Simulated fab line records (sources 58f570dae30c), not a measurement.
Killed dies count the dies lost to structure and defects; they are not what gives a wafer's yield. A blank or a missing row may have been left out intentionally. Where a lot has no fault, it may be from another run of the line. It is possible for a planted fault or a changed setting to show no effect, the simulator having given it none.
Code-filled problem report in 8D (eight disciplines) form -- flow berkeley cmos170 -- the parts of the form that need people (team, actions taken, sign-off) are left out

1. THE ISSUE
Wafers free of any fault read 2332 (standard deviation 17) for PSD_TW at UCB170_PSD_TW_MEAS_10, against a mean of 2016 on 9 wafers of 3 lots. That puts it -19 standard deviations away from the usual mean.
Seen first at day 9 21:07 on film metro-04, wafer L671.2. At this step, 45 wafers from 15 lots have a number in the record. Rule for "out" (also "out of limits"): further than 4 standard deviations from the usual mean. The other wafers with a number count as sound.

2. WHAT THIS IS AND IS NOT
question,is,is not
which readings at this step,PSD_TW,-
which lots,"L669, L670, L671","L655, L656, L657, L658, L660, L661, L663, L667, L668, L672, L674, L677"
which wafers of those lots,all that have a number,-
read on which gauges,"film metro-03, film metro-04",film metro-02
when,from day 9 21:07,"up to then (21 sound wafers); but 15 sound wafers of L667, L668, L672, L674, L677 came after"

3. THE SUSPECTS, EACH WITH WHAT RULES IT OUT
Counting: a tool at a process step up to the reading stays a suspect if it ran every lot that is out and no sound lot after the first of them.
- the gauge at UCB170_PSD_TW_MEAS_10 has been ruled out. 2 gauges (film metro-03, film metro-04) read the wafers that are out.
- implanter-04 at UCB170_PSD_IMPLANT_08: kept. It ran every lot that is out, first L671 (day 9 20:53), and no sound lot after that; its last sound lot up to then is L661 (day 8 02:35). Its own dose ions cm2, end station pressure torr, faraday current uA readings are out on those wafers.
- plasma asher-02 at UCB170_PSD_STRIP_09 (strips in O2): ruled out as a lasting fault. After its first lot that is out, L671 (day 9 21:01), sound lots L674 ran on it.
Remaining after the count: implanter-04 at UCB170_PSD_IMPLANT_08.

4. THE CAUSE (what the simulator had put in)
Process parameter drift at UCB170_PSD_IMPLANT_08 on implanter-04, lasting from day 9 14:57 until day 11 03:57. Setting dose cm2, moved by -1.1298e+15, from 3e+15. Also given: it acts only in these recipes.
After counting, this tool was the only one left.

5. SEQUENCE OF EFFECTS, ordered by route
Each row: a reading whose mean over the struck wafers that have a number lies more than 3 standard deviations from the usual. Readings are gone through only where the record gives a usual standard deviation; hours: the median, over the lots, of the time from a lot's start at the first step in this table giving one to that lot's start at this step; sigmas: the change measured in usual standard deviations.
hours,step,reading,usual,on struck wafers,change,sigmas
0,UCB170_PSD_IMPLANT_08,dose ions cm2,3e+15,2e+15,-1e+15,-99 or more
0,UCB170_PSD_IMPLANT_08,end station pressure torr,1.26e-05 Torr,9.57e-06,-3.03e-06,-5.0
0,UCB170_PSD_IMPLANT_08,faraday current uA,9265,5760,-3505,-19
0,UCB170_PSD_STRIP_09,oes product au,0.600 a.u.,0.670,+0.070,+16
0,UCB170_PSD_STRIP_09,strip time to endpoint s,29.40 s,24.71,-4.69,-63
0,UCB170_PSD_TW_MEAS_10,PSD_TW,2332,2016,-316,-19
5,UCB170_SDANNEAL_RS_MEAS_02,PSD_RS,75.5 ohm/sq,104.3,+28.8,+80
Its process steps:
- UCB170_PSD_IMPLANT_08
- UCB170_PSD_STRIP_09: strips in O2.
At these later measuring or inspecting steps, every struck wafer for which the step has a row has a number for every such reading, and none has moved that far: UCB170_V1_THK_MEAS_01, UCB170_V1_THK_MEAS_04.

6. HOW IT WOULD HAVE BEEN CAUGHT EARLIER
In this record the first reading out of limits at a measuring or inspecting step was taken at day 9 21:07, 6 hours after the fault began at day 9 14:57.
The tool's own readings at UCB170_PSD_IMPLANT_08 were out on every struck wafer that the step has a row for (dose ions cm2, end station pressure torr, faraday current uA): an alarm limit on them would have fired on the first of those.
Of the lots that are out (3), L669 began UCB170_PSD_IMPLANT_08 on implanter-04 after day 9 21:07. A hold on the tool at that time would have spared it.
